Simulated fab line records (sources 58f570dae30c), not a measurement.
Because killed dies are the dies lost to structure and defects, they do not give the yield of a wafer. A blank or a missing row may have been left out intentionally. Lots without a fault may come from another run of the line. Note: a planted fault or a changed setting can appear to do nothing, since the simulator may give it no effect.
2 desks looking at one fault :: flow berkeley cmos170 :: every desk sees just its own numbers, and what lay behind them comes last

## THE TOOL OWNER'S DESK: pvd sputter-04
The tool's own readings at UCB170_M1_SPUTTER_00 (material Al, target thk 600 nm, time 80 s): means of the sampled wafers that have a number, for each lot that ran on this tool. The brackets show how far a lot's mean lies from the usual mean; more than 4 standard deviations puts the lot out of limits, marked OUT.
Columns: A = throttle valve pct at UCB170_M1_SPUTTER_00, usual 30.3 %
lot: L217
first seen here: day 7 18:41
A: 29.8

lot: L226
first seen here: day 8 20:05
A: 30.6

lot: L224
first seen here: day 8 23:12
A: 29.7

lot: L228
first seen here: day 9 08:01
A: 30.2

lot: L230
first seen here: day 10 12:14
A: 29.6
This desk's verdict: no lot among the 5 shows anything out of limits.

## AT THE METROLOGY DESK
Lot by lot, what the gauges showed, no matter which tool ran the lot: averages of those sampled wafers that carry a number. The brackets show how far a lot's mean lies from the usual mean; more than 4 standard deviations puts the lot out of limits, marked OUT.
Columns: A = cd nm at UCB170_PLDD_CD_MEAS_06, usual 1200.2 nm; B = cd nm at UCB170_PSD_CD_MEAS_06, usual 1199.7 nm; C = M1_AL_RS at UCB170_M1_RS_MEAS_01, usual 0.0485 ohm/sq; D = M1_AL_THK at UCB170_M1_THK_MEAS_02, usual 603 nm
lot: L218
first seen here: day 6 21:11
A: 1199.5
B: 1200.1
C: 0.0485
D: 599

lot: L217
first seen here: day 6 21:22
A: 1199.0
B: 1197.5
C: 0.0483
D: 613

lot: L220
first seen here: day 7 08:25
A: 1199.7
B: 1199.8
C: 0.0488
D: 607

lot: L219
first seen here: day 7 08:39
A: 1200.4
B: 1199.0
C: 0.0485
D: 609

lot: L221
first seen here: day 7 16:25
A: 1199.2
B: 1199.8
C: 0.0489
D: 592

lot: L223
first seen here: day 7 22:08
A: 1199.3
B: 1199.9
C: 0.0481
D: 606

lot: L226
first seen here: day 7 22:28
A: 1204.4
B: 1198.6
C: 0.0479
D: 603

lot: L224
first seen here: day 7 22:47
A: 1202.0
B: 1197.1
C: 0.0520 (+6.1) OUT
D: 556 (-5.7) OUT

lot: L228
first seen here: day 8 12:02
A: 1198.6
B: 1199.5
C: 0.0511 (+4.6) OUT
D: 576

lot: L231
first seen here: day 9 11:20
A: 1200.3
B: 1198.5
C: 0.0484
D: 601

lot: L230
first seen here: day 9 11:36
A: 1200.9
B: 1201.8
C: 0.0510 (+4.4) OUT
D: 573

lot: L233
first seen here: day 9 11:50
A: 1199.5
B: 1200.6
C: 0.0486
D: 605

lot: L232
first seen here: day 9 11:59
A: 1201.5
B: 1196.5
C: 0.0482
D: 603

lot: L236
first seen here: day 10 06:30
A: 1201.7
B: 1198.2
C: 0.0485
D: 599

lot: L239
first seen here: day 10 16:52
A: 1200.3
B: 1202.3
C: 0.0482
D: 602
Finding of this desk: L224, L228, L230 out of limits, first seen on L224 at day 8 23:17 (M1_AL_RS at UCB170_M1_RS_MEAS_01). Within limits: L218, L217, L220, L219, L221, L223, L226, L231, L233, L232, L236, L239.

## ALL TOGETHER
The metrology desk could have raised an alarm at day 8 23:17, on L224, L228, L230.
The desk of the tool owner found nothing out of limits.
Tool owner's desk: L224, L228, L230 on record, inside its limits.
Every lot named ran UCB170_M1_SPUTTER_00 on pvd sputter-04.

## WHAT THE SIMULATOR HAD PUT IN
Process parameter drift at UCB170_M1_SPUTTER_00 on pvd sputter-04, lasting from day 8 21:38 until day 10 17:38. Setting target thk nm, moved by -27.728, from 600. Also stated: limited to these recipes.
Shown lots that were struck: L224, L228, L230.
Per desk, hours elapsed from the start of the fault to the first reading out of limits: for the metrology desk, 2.
